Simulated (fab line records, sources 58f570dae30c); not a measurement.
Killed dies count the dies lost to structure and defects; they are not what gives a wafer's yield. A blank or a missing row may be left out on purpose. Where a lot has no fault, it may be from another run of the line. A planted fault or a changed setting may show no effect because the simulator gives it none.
8D (eight disciplines) problem report, filled in by code	flow berkeley cmos170	the parts of the form that need people (team, actions taken, sign-off) are left out

== 1. WHAT IS WRONG ==
Mean NLDD_TW at UCB170_NLDD_TW_MEAS_11: 2111 over 6 wafers in 2 lots; fault-free wafers: 2206, standard deviation 19. Relative to the usual mean, that is a shift of -5.0 standard deviations.
Seen first at day 10 00:58 on film metro-03, wafer L590.1. The record holds 42 wafers of 14 lots with a number at this step. Rule for "out", or "out of limits": more than 4 standard deviations from the usual mean. All remaining wafers that have a number are taken as sound.

== 2. WHAT IT IS, AND WHAT IT ISN'T ==
question	is	is not
which readings at this step	NLDD_TW	-
which lots	L587, L590	L578, L579, L582, L583, L584, L585, L586, L591, L592, L599, L600, L601
which wafers of those lots	all that have a number	-
read on which gauges	film metro-03	film metro-01, film metro-02
when	from day 10 00:58	up to then (24 sound wafers); but 12 sound wafers of L591, L599, L600, L601 came after

== 3. THE SUSPECTS, EACH WITH WHAT RULES IT OUT ==
Counting: any tool at a process step up to the reading is kept as a suspect provided that every lot that is out went through it and no sound lot did after the first of them.
- the gauge at UCB170_NLDD_TW_MEAS_11: ruled out. All the wafers that are out were read on film metro-03, but those of them that UCB170_NLDD_IMPLANT_09 has rows for are out there too, on other tools.
- implanter-03 at UCB170_NLDD_IMPLANT_09: kept. Every lot that is out went through it, starting with L590 (day 10 00:43), and after that it ran no sound lot; the last sound lot it ran before then is L592 (day 9 20:52). Its own readings are out on those wafers: dose ions cm2, faraday current uA.
After counting, what remains is implanter-03 at UCB170_NLDD_IMPLANT_09.

== 4. THE CAUSE (what the simulator had put in) ==
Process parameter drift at UCB170_NLDD_IMPLANT_09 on implanter-03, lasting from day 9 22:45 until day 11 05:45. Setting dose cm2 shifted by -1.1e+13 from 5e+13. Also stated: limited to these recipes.
Counting left only this tool.

== 5. THE EFFECT CHAIN, in route order ==
Rows list readings where the struck wafers' mean (over those with a number) sits beyond 3 standard deviations from the usual. Readings are gone through only where the record gives a usual standard deviation; hours: the median, over the lots, of the time from a lot's start at the first step in this table giving one to that lot's start at this step; sigmas: the change measured in usual standard deviations.
hours	step	reading	usual	on struck wafers	change	sigmas
0	UCB170_NLDD_IMPLANT_09	dose ions cm2	5e+13	4e+13	-1e+13	-99 or more
0	UCB170_NLDD_IMPLANT_09	faraday current uA	158.7	122.9	-35.8	-12
0	UCB170_NLDD_TW_MEAS_11	NLDD_TW	2206	2111	-95	-5.0
13	UCB170_SDANNEAL_RS_MEAS_05	NLDD_RS	616.4 ohm/sq	668.9	+52.5	+29
Here are the process steps it includes:
- UCB170_NLDD_IMPLANT_09
Later measuring or inspecting steps at which every struck wafer that the step has a row for has a number for every such reading, and none has moved that far: UCB170_CONTACT_THK_MEAS_02.

== 6. WHAT WOULD HAVE CAUGHT IT SOONER ==
In this record the first reading out of limits at a measuring or inspecting step was taken at day 10 00:58, 2 hours after the fault began at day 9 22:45.
Tool's own readings at UCB170_NLDD_IMPLANT_09, dose ions cm2, faraday current uA: out on all struck wafers the step has rows for; an alarm limit on them would have tripped on the first.
L587, from the lots that are out (2), started UCB170_NLDD_IMPLANT_09 on implanter-03 later than day 10 00:58. Holding the tool at that time would have saved it.
